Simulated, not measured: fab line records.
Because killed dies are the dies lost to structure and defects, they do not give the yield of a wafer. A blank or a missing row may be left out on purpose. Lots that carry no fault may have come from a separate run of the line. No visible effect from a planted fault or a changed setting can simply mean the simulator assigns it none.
Problem report in the 8D (eight disciplines) form, filled by code | flow berkeleyCmos170 | the parts of the form that need people (team, actions taken, sign-off) are left out

## 1. WHAT IS WRONG
Wafers free of any fault read 6.65 nm (standard deviation 0.14) for GATE_OXIDE_THK at UCB170_GATE_THK_MEAS_02, against a mean of 4.34 nm on 12 wafers of 4 lots. Measured from the usual mean, that is -17 standard deviations.
The first sign was on wafer L657.1 at day 7 11:41, on filmMetro-04. The record has a number at this step for 48 wafers belonging to 16 lots. Rule for "out" (also "out of limits"): further than 4 standard deviations from the usual mean. All remaining wafers that have a number are taken as sound.

## 2. WHAT IT IS, WHAT IT ISN'T
question                    | is                                       | is not
which readings at this step | GATE_OXIDE_THK                           | -
which lots                  | L657, L658, L659, L660                   | L649, L650, L651, L652, L655, L656, L663, L664, L665, L667, L670, L672
which wafers of those lots  | all that have a number                   | -
read on which gauges        | filmMetro-02, filmMetro-03, filmMetro-04 | -
when                        | from day 7 11:41                         | up to then (18 sound wafers); but 18 sound wafers of L663, L664, L665, L667, L670, L672 came after

## 3. WHAT RULES OUT EACH SUSPECT
Counting: a tool at a process step up to the reading stays a suspect if it ran every lot that is out and no sound lot after the first of them.
- the gauge at UCB170_GATE_THK_MEAS_02 is ruled out. The wafers that are out were read on 3 gauges (filmMetro-02, filmMetro-03, filmMetro-04).
- furnace-03 at UCB170_GATE_OXIDATION_01 (target thk 6.6 nm, ox time 1800 s): kept. It ran every lot that is out, first L657 (day 7 10:11), and no sound lot after that. Its own spikeTcCentreC, spikeTcLoadC, spikeTcSourceC, tubeCenterTempC, tube_center_temp_C_max readings are out on those wafers.
Left after counting: furnace-03 at UCB170_GATE_OXIDATION_01.

## 4. THE CAUSE (what the simulator had put in)
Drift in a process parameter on furnace-03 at UCB170_GATE_OXIDATION_01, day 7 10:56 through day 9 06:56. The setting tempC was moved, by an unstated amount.
This tool alone remained once counting was done.

## 5. THE CHAIN OF EFFECTS, in route order
Each row: a reading whose mean over the struck wafers that have a number lies more than 3 standard deviations from the usual. Only readings for which the record gives a usual standard deviation are gone through. hours: the time from each lot's start at the first step in this table that gives one to its start at this step, as a median over the lots. sigmas: the change in usual standard deviations.
hours | step                     | reading                | usual   | on struck wafers | change | sigmas
0     | UCB170_GATE_OXIDATION_01 | spikeTcCentreC         | 851.6 C | 815.5            | -36.1  | -36
0     | UCB170_GATE_OXIDATION_01 | spikeTcLoadC           | 872.5 C | 836.9            | -35.6  | -17
0     | UCB170_GATE_OXIDATION_01 | spikeTcSourceC         | 872 C   | 834              | -38    | -8.7
0     | UCB170_GATE_OXIDATION_01 | tubeCenterTempC        | 850 C   | 814              | -36    | -99 or more
0     | UCB170_GATE_OXIDATION_01 | tube_center_temp_C_max | 852.2   | 815.8            | -36.4  | -99 or more
2     | UCB170_GATE_THK_MEAS_02  | GATE_OXIDE_THK         | 6.65 nm | 4.34             | -2.31  | -17
Its process steps:
- UCB170_GATE_OXIDATION_01: target thk 6.6 nm, ox time 1800 s.

## 6. WHAT WOULD HAVE CAUGHT IT SOONER
In this record the first reading out of limits at a measuring or inspecting step was taken at day 7 11:41, 1 hour after the fault began at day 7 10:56.
The tool's own readings at UCB170_GATE_OXIDATION_01 were out on every struck wafer that the step has a row for (spikeTcCentreC, spikeTcLoadC, spikeTcSourceC, tubeCenterTempC, tube_center_temp_C_max): an alarm limit on them would have fired on the first of those.
Each of the lots that are out, 4 in all, had begun UCB170_GATE_OXIDATION_01 on furnace-03 no later than day 7 11:41. Had the tool been put on hold then, not one of them would have been saved.
